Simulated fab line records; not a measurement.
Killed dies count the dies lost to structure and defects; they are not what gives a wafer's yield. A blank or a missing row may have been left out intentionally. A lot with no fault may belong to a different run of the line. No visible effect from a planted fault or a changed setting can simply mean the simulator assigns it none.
Code-filled problem report in 8D (eight disciplines) form / flow berkeleyCmos170 / the parts of the form that need people (team, actions taken, sign-off) are left out

## 1. WHAT WENT WRONG
V2_TEOS_THK at UCB170_V2_THK_MEAS_01 reads a mean of 846 nm on 2 wafers of 2 lots; wafers without a fault read 2001 nm with a standard deviation of 24. That is -48 standard deviations from the usual mean.
First observed at day 10 14:08: wafer L725.2, on filmMetro-03. Wafers with a number at this step in the record: 42, from 14 lots. The rule behind "out" and "out of limits": a value lying over 4 standard deviations away from the usual mean. Any other wafer with a number is counted as sound.

## 2. WHAT IT IS, AND WHAT IT ISN'T
question=which readings at this step | is=V2_TEOS_THK | is not=-
question=which lots | is=L725, L727 | is not=L711, L712, L713, L714, L715, L716, L717, L722, L728, L731, L732, L733
question=which wafers of those lots | is=L725.2, L727.5 | is not=L725.3, L725.5, L727.1, L727.6
question=read on which gauges | is=filmMetro-02, filmMetro-03 | is not=filmMetro-04
question=when | is=from day 10 14:08 | is not=up to then (26 sound wafers); but 14 sound wafers of L727, L728, L731, L732, L733 came after

## 3. WHAT RULES OUT EACH SUSPECT
Counting: any tool at a process step up to the reading remains a suspect provided it ran every lot that is out. Sound lots after the first of them don't rule it out here, since some wafers of a struck lot are sound.
- the gauge at UCB170_V2_THK_MEAS_01 has been ruled out. Those wafers that are out were read across 2 gauges (filmMetro-02, filmMetro-03).
- rtpAnneal-02 at UCB170_SILICIDE_RTA_04 (time 15 s): kept. Ran every lot that is out, first one L725 (day 9 15:49); last sound lot up to then L722 (day 8 23:16).
- pecvd-02 at UCB170_V2_CVD_00 (deposits SiO2 from TEOS/O2, target thk 2000 nm, time 250 s): kept. Ran every lot that is out, first one L725 (day 10 13:59); last sound lot up to then L711 (day 8 01:15). On those wafers its own readings are out: runLengthS.
- In pecvd-02 at UCB170_V2_CVD_00, the wafers that are out were processed in chamber 1 and their sound lot-mates in chambers 0, 2.
Left after counting: rtpAnneal-02 at UCB170_SILICIDE_RTA_04, pecvd-02 at UCB170_V2_CVD_00.

## 4. THE CAUSE (what the simulator had put in)
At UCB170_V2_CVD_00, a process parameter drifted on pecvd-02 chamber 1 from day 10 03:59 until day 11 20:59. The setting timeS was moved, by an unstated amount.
After counting, 2 suspects remain, this tool included.

## 5. THE EFFECT CHAIN, in route order
Each row: a reading whose mean over the struck wafers that have a number lies more than 3 standard deviations from the usual. Only readings whose record carries a usual standard deviation are examined. hours: median over the lots of the time between each lot's start at the first step of this table that gives one and its start at this step. sigmas: the change, counted in usual standard deviations.
hours=0; step=UCB170_V2_CVD_00; reading=runLengthS; usual=278.2 s; on struck wafers=134.8; change=-143.4; sigmas=-99 or more
hours=0; step=UCB170_V2_THK_MEAS_01; reading=V2_TEOS_THK; usual=2001 nm; on struck wafers=846; change=-1154; sigmas=-48
hours=2; step=UCB170_V2_ETCH_14; reading=oesProductAu; usual=0.874 a.u.; on struck wafers=0.792; change=-0.082; sigmas=-7.5
Its process steps:
- UCB170_V2_CVD_00: deposits SiO2 from TEOS/O2, target thk 2000 nm, time 250 s.
- UCB170_V2_ETCH_14: etches SiO2 in CHF3/CF4/Ar, stops on Al, target depth 1250 nm, time 291 s.

## 6. WHAT WOULD HAVE CAUGHT IT SOONER
In this record the first reading out of limits at a measuring or inspecting step was taken at day 10 14:08, 10 hours after the fault began at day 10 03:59.
The tool's own readings at UCB170_V2_CVD_00 were out on every struck wafer that the step has a row for (runLengthS): an alarm limit on them would have fired on the first of those.
Among the 2 lots that are out, L727 began UCB170_V2_CVD_00 on pecvd-02 after day 10 14:08. Had the tool been put on hold then, it would have been spared.
